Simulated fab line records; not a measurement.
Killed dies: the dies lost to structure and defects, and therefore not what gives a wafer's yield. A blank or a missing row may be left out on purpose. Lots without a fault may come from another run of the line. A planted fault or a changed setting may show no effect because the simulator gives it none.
2 desks looking at one fault    flow rit cmos    each desk holds nothing but its own numbers, with what lay behind them at the end

TOOL OWNER'S DESK, furnace-04
The tool's own readings at RIT_GATE_OXIDATION_05 (target thk 3 nm, ox time 270 s): means of the sampled wafers that have a number, for each lot that ran on this tool. Any lot whose mean is over 4 standard deviations away from the usual mean is out of limits and marked OUT; that distance is given in the brackets.
Columns: A = spike tc centre C at RIT_GATE_OXIDATION_05, usual 902.6 C; B = spike tc load C at RIT_GATE_OXIDATION_05, usual 925 C; C = tube_center_temp_C_max at RIT_GATE_OXIDATION_05, usual 902.3
lot   first seen here  A      B    C
L377  day 2 10:13      901.2  922  902.2
L382  day 3 12:02      900.7  922  902.6
L386  day 4 09:23      902.1  921  902.5
L388  day 4 15:55      903.0  921  902.5
L389  day 4 21:44      903.1  921  902.4
L393  day 5 17:47      902.6  922  902.5
L398  day 6 18:59      903.0  921  902.3
This desk's verdict: no lot among the 7 shows anything out of limits.

METROLOGY DESK
What the gauges read, lot by lot, whatever tool the lot ran on: means of the sampled wafers that have a number. Any lot whose mean is over 4 standard deviations away from the usual mean is out of limits and marked OUT; that distance is given in the brackets.
Columns: A = GATE_OXIDE_THK at RIT_GATE_THK_MEAS_07, usual 3.01 nm
lot   first seen here  A
L377  day 2 12:16      2.93
L380  day 3 01:11      2.85
L382  day 3 14:29      3.00
L383  day 3 19:25      2.97
L384  day 3 22:23      3.07
L385  day 4 08:04      3.08
L386  day 4 10:43      3.05
L387  day 4 12:15      3.10
L388  day 4 18:10      3.01
L389  day 4 23:29      3.00
L390  day 5 07:26      3.03
L393  day 5 19:29      4.95 (+25) OUT
L396  day 6 14:02      3.05
L398  day 6 20:19      4.92 (+25) OUT
Finding of this desk: L393, L398 out of limits, first seen on L393 at day 5 19:29 (GATE_OXIDE_THK at RIT_GATE_THK_MEAS_07). In limits: L377, L380, L382, L383, L384, L385, L386, L387, L388, L389, L390, L396.

ALL TOGETHER
Metrology desk: alarm possible at day 5 19:29 on L393, L398.
The tool owner's desk saw nothing out of limits.
The tool owner's desk has L393, L398 on record, within its limits.
Of the lots named, all ran RIT_GATE_OXIDATION_05 on furnace-04.

WHAT WAS PUT IN BY THE SIMULATOR
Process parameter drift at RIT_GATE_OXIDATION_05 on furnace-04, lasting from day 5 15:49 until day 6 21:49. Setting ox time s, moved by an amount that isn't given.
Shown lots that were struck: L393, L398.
Delay in hours, fault start to first out-of-limits reading, per desk: metrology desk 4.
